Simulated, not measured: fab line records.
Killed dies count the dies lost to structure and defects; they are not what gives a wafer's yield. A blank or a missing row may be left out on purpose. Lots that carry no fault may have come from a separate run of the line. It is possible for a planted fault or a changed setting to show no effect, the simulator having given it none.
Lot-split experiment + flow berkeley cmos170 + 23 wafers read from 5 lots, route of 331 steps

THE SPLIT
At UCB170_PSD_PEB_04, the setting peb temp c was moved away from the recipe's 130 C on 7 of the 23 wafers read, by -2.8% to +1.6%. All remaining wafers had this setting at the recipe value.

THE PATH FROM SPLIT TO READING: the file shows 1 step between them
- UCB170_PSD_DEVELOP_05: develop time 46.88 s

THE READING
Shown in nm: cd nm at UCB170_PSD_CD_MEAS_06, with target cd 1200 nm. Typical for fault-free wafers on this fab line: 1200.7 nm, with standard deviation 1.3 nm.

| wafer  | tool, chamber at the split | peb temp c as run, C | against the recipe | cd nm, nm | against lot-mates on the recipe |
|--------|----------------------------|----------------------|--------------------|-----------|---------------------------------|
| L074.1 | litho track-01, 0          | 126.4                | -2.8%              | 1171.5    | -28.9                           |
| L074.2 | litho track-01, 0          | 130                  | recipe             | 1199.8    | -                               |
| L074.3 | litho track-01, 0          | 130                  | recipe             | 1201.1    | -                               |
| L074.4 | litho track-01, 0          | 130                  | recipe             | 1200.4    | -                               |
| L074.6 | litho track-01, 0          | 126.4                | -2.8%              | 1170.1    | -30.3                           |
| L077.1 | litho track-03, 0          | 130                  | recipe             | 1199.2    | -                               |
| L077.2 | litho track-03, 0          | 130                  | recipe             | 1203.5    | -                               |
| L077.3 | litho track-03, 0          | 130                  | recipe             | 1199.5    | -                               |
| L077.5 | litho track-03, 0          | 130                  | recipe             | 1204.2    | -                               |
| L077.6 | litho track-03, 0          | 130                  | recipe             | 1202.9    | -                               |
| L083.1 | litho track-01, 0          | 132.1                | +1.6%              | 1206.4    | +8.5                            |
| L083.3 | litho track-01, 0          | 132.1                | +1.6%              | 1215.0    | +17.0                           |
| L083.4 | litho track-01, 0          | 130                  | recipe             | 1202.5    | -                               |
| L083.5 | litho track-01, 0          | 132.1                | +1.6%              | 1215.3    | +17.3                           |
| L083.6 | litho track-01, 0          | 130                  | recipe             | 1193.4    | -                               |
| L080.1 | litho track-03, 0          | 130                  | recipe             | 1199.1    | -                               |
| L080.3 | litho track-03, 0          | 130                  | recipe             | 1200.5    | -                               |
| L080.4 | litho track-03, 0          | 130                  | recipe             | 1200.0    | -                               |
| L085.1 | litho track-01, 0          | 130                  | recipe             | 1201.0    | -                               |
| L085.2 | litho track-01, 0          | 128.5                | -1.2%              | 1191.4    | -13.4                           |
| L085.3 | litho track-01, 0          | 128.5                | -1.2%              | 1190.8    | -14.0                           |
| L085.4 | litho track-01, 0          | 130                  | recipe             | 1206.7    | -                               |
| L085.5 | litho track-01, 0          | 130                  | recipe             | 1206.6    | -                               |

FIT RESULTS
A straight line over all 23 wafers: cd nm changes by +9.4 nm for each +1% of peb temp c; r = +0.94; the points scatter about the line by 3.7 nm.
The same after taking each lot's own level away (the mean of its wafers on the recipe; 23 wafers): +10.2 nm for each +1%; r = +0.97; scatter 2.7 nm.
That fit puts the effect of the largest move of peb temp c on the reading at 28 nm.
From 1197.95 to 1204.77 nm: that is the span of the lots' own levels, equal to 5.2 times the standard deviation above.
Hence the lot-to-lot level has little effect on the slope; both slopes agree.
Check: -28.7 nm against its lot-mates is what the line predicts for one of the wafers moved furthest among these (-2.8%) when that wafer is left out of the fit. It came out at -28.9 nm against them.

ADDITIONAL SPLITS CARRIED BY THESE WAFERS
Other splits were also applied to these wafers ahead of the reading. Each is held against what the fit with the lots' levels taken away leaves over:
| other split on the same wafers         | wafers away from the commonest value | r with cd nm (lot level and that fit taken away) |
|----------------------------------------|--------------------------------------|--------------------------------------------------|
| UCB170_ZERO_STRIP_07 o2 flow sccm      | 8                                    | +0.11                                            |
| UCB170_PWELL_CVD_05 time s             | 18                                   | -0.02                                            |
| UCB170_PWELL_IMPLANT_15 energy kev     | 5                                    | +0.29                                            |
| UCB170_ACTIVE_COAT_08 resist thk nm    | 7                                    | -0.25                                            |
| UCB170_ACTIVE_SOFTBAKE_09 time s       | 9                                    | -0.14                                            |
| UCB170_SCREENOX_OXIDATION_01 ox time s | 10                                   | +0.09                                            |

THE WHOLE CHAIN: every reading that the file lists as answering this split, in the file's order
| step                  | what it does         | reading                                                    | change (the file's fit)              | r (the file's) |
|-----------------------|----------------------|------------------------------------------------------------|--------------------------------------|----------------|
| UCB170_PSD_DEVELOP_05 | develop time 46.88 s | PSD.cd nm (the simulator's own value, which no gauge read) | +10.4 nm for each +1% of the setting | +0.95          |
| UCB170_PSD_CD_MEAS_06 | target cd 1200 nm    | cd nm                                                      | +10.4 nm for each +1% of the setting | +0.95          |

THE FILE'S OWN FIT
cd nm changes by +10.4 nm for each +1% of peb temp c, r = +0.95.
